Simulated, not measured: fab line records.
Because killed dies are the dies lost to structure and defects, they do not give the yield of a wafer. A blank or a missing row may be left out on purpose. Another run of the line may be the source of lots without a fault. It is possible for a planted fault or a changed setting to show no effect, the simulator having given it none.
Split-lot experiment    flow berkeley-cmos170    on a route of 331 steps: 5 lots, 23 wafers read

THE SPLIT ITSELF
At UCB170_M2_PEB_13, the setting peb-temp-c was moved away from the recipe's 130 C on 9 of the 23 wafers read, by -0.9% to +2.0%. This setting was run at the recipe's value on the other wafers.

FROM THE SPLIT TO THE READING: what the file shows between them, 5 steps
- UCB170_M2_DEVELOP_14: develop time 45 s
- UCB170_M2_CD_MEAS_15: target cd 700 nm
- UCB170_M2_ETCH_17: etches BARC in N2/H2
- UCB170_M2_METAL_ETCH_18: etches Al in Cl2/BCl3, stops on SiO2, target depth 1170 nm, time 195 s (also split here: over-etch-frac)
- UCB170_M2_STRIP_19: strips in O2

THE READING
cd-nm, in nm, at UCB170_M2_CD_MEAS_90 (target cd 700 nm). Typical for fault-free wafers on this fab line: 699.0 nm, with standard deviation 2.7 nm.

wafer   tool, chamber at the split  peb-temp-c as run, C  against the recipe  cd-nm, nm  against lot-mates on the recipe
L074.1  litho-track-04, 0           130                   recipe              695.4      -
L074.2  litho-track-04, 0           132.1                 +1.6%               688.8      -7.3
L074.3  litho-track-04, 0           132.1                 +1.6%               686.8      -9.3
L074.4  litho-track-04, 0           130                   recipe              696.8      -
L074.5  litho-track-04, 0           132.1                 +1.6%               686.2      -9.9
L077.1  litho-track-01, 0           130                   recipe              701.0      -
L077.2  litho-track-01, 0           128.8                 -0.9%               709.7      +7.6
L077.3  litho-track-01, 0           128.8                 -0.9%               706.4      +4.2
L077.4  litho-track-01, 0           130                   recipe              703.3      -
L077.5  litho-track-01, 0           128.8                 -0.9%               714.2      +12.1
L079.2  litho-track-04, 0           130                   recipe              697.7      -
L079.4  litho-track-04, 0           130                   recipe              698.8      -
L079.5  litho-track-04, 0           130                   recipe              691.6      -
L078.2  litho-track-03, 0           132.6                 +2.0%               678.3      -21.5
L078.3  litho-track-03, 0           130                   recipe              697.2      -
L078.4  litho-track-03, 0           130                   recipe              702.4      -
L078.5  litho-track-03, 0           132.6                 +2.0%               681.2      -18.6
L078.6  litho-track-03, 0           132.6                 +2.0%               687.2      -12.6
L083.1  litho-track-04, 0           130                   recipe              694.3      -
L083.2  litho-track-04, 0           130                   recipe              695.8      -
L083.3  litho-track-04, 0           130                   recipe              695.1      -
L083.4  litho-track-04, 0           130                   recipe              695.1      -
L083.6  litho-track-04, 0           130                   recipe              692.4      -

FIT RESULTS
A straight line over all 23 wafers: cd-nm changes by -8.17 nm for each +1% of peb-temp-c; r = -0.89; the points scatter about the line by 4 nm.
The same after taking each lot's own level away (the mean of its wafers on the recipe; 23 wafers): -7.71 nm for each +1%; r = -0.93; scatter 3 nm.
Per that fit: largest peb-temp-c move, reading shift of 15 nm.
The span of the lots' own levels, 694.54 to 702.15 nm, comes to 2.8 times the standard deviation stated above.
The two slopes agree, so the slope changes little with the lot-to-lot level.
Check: with one of the wafers moved furthest among these (+2.0%) left out of the fit, the line predicts -13.7 nm for it against its lot-mates. Against them it came out at -21.5 nm.

OTHER SPLITS ON THESE WAFERS
Other splits were also applied to these wafers ahead of the reading. Each is held against what the fit with the lots' levels taken away leaves over:
other split on the same wafers          wafers away from the commonest value  r with cd-nm (lot level and that fit taken away)
UCB170_M2_SPUTTER_01 time-s             11                                    +0.17
UCB170_M2_METAL_ETCH_18 over-etch-frac  8                                     -0.53

THE WHOLE CHAIN: every reading that the file lists as answering this split, in the file's order
step                     what it does                                                            reading                                                    change (the file's fit)               r (the file's)
UCB170_M2_CD_MEAS_15     target cd 700 nm                                                        cd-nm                                                      -7.53 nm for each +1% of the setting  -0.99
UCB170_M2_ETCH_17        etches BARC in N2/H2                                                    M2.cd-nm (the simulator's own value, which no gauge read)  -7.65 nm for each +1% of the setting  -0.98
UCB170_M2_METAL_ETCH_18  etches Al in Cl2/BCl3, stops on SiO2, target depth 1170 nm, time 195 s  M2.cd-nm (the simulator's own value, which no gauge read)  -7.54 nm for each +1% of the setting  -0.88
UCB170_M2_CD_MEAS_90     target cd 700 nm                                                        cd-nm                                                      -7.6 nm for each +1% of the setting   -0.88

FILE'S OWN FIT
cd-nm changes by -7.6 nm for each +1% of peb-temp-c, r = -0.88.
